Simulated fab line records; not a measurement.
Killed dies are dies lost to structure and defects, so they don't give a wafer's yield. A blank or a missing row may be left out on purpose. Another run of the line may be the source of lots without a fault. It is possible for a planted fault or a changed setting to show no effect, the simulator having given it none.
8D (eight disciplines) problem report, filled in by code | flow berkeley-cmos170 | the parts of the form that need people (team, actions taken, sign-off) are left out

== 1. THE ISSUE ==
Across 6 wafers from 2 lots, GATE_OXIDE_THK at UCB170_GATE_THK_MEAS_02 averages 8.98 nm, while fault-free wafers read 6.66 nm with a standard deviation of 0.095. That is +24 standard deviations from the usual mean.
The first sign was on wafer L204.1 at day 11 03:58, on film-metro-03. At this step, 42 wafers from 14 lots have a number in the record. Rule for "out" (also "out of limits"): further than 4 standard deviations from the usual mean. All remaining wafers that have a number are taken as sound.

== 2. WHAT IT IS, WHAT IT ISN'T ==
question                    | is                           | is not
which readings at this step | GATE_OXIDE_THK               | -
which lots                  | L204, L205                   | L183, L184, L185, L187, L188, L189, L190, L191, L192, L195, L197, L200
which wafers of those lots  | all that have a number       | -
read on which gauges        | film-metro-01, film-metro-03 | film-metro-04
when                        | from day 11 03:58            | up to then (36 sound wafers)

== 3. THE SUSPECTS, EACH WITH WHAT RULES IT OUT ==
Counting: a tool at any process step up to the reading remains a suspect when it ran all the lots that are out and ran no sound lot after the first of those.
- the gauge at UCB170_GATE_THK_MEAS_02: ruled out. The wafers that are out were read on 2 gauges (film-metro-01, film-metro-03).
- furnace-01 at UCB170_GATE_OXIDATION_01 (target thk 6.6 nm, ox time 1800 s): kept. All lots that are out passed through it, beginning with L204 at day 11 02:28, and no sound lot followed; its final sound lot before that point was L197 at day 9 18:35.
Left after counting: furnace-01 at UCB170_GATE_OXIDATION_01.

== 4. THE CAUSE (what the simulator had put in) ==
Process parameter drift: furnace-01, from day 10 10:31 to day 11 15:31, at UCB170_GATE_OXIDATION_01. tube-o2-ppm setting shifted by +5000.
The count eliminated every tool but this one.

== 5. SEQUENCE OF EFFECTS, ordered by route ==
Each row: a reading whose mean over the struck wafers that have a number lies more than 3 standard deviations from the usual. Only readings for which the record gives a usual standard deviation are gone through. hours: the time from each lot's start at the first step in this table that gives one to its start at this step, as a median over the lots. sigmas: the change in usual standard deviations.
hours | step                    | reading        | usual   | on struck wafers | change | sigmas
0     | UCB170_GATE_THK_MEAS_02 | GATE_OXIDE_THK | 6.66 nm | 8.98             | +2.32  | +24

== 6. WHAT WOULD HAVE CAUGHT IT SOONER ==
The first out-of-limits reading at a measuring or inspecting step in this record came at day 11 03:58, 17 hours after the fault's start at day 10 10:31.
Each of the lots that are out, 2 in all, had begun UCB170_GATE_OXIDATION_01 on furnace-01 no later than day 11 03:58. Holding the tool at that point would not have protected any of them.
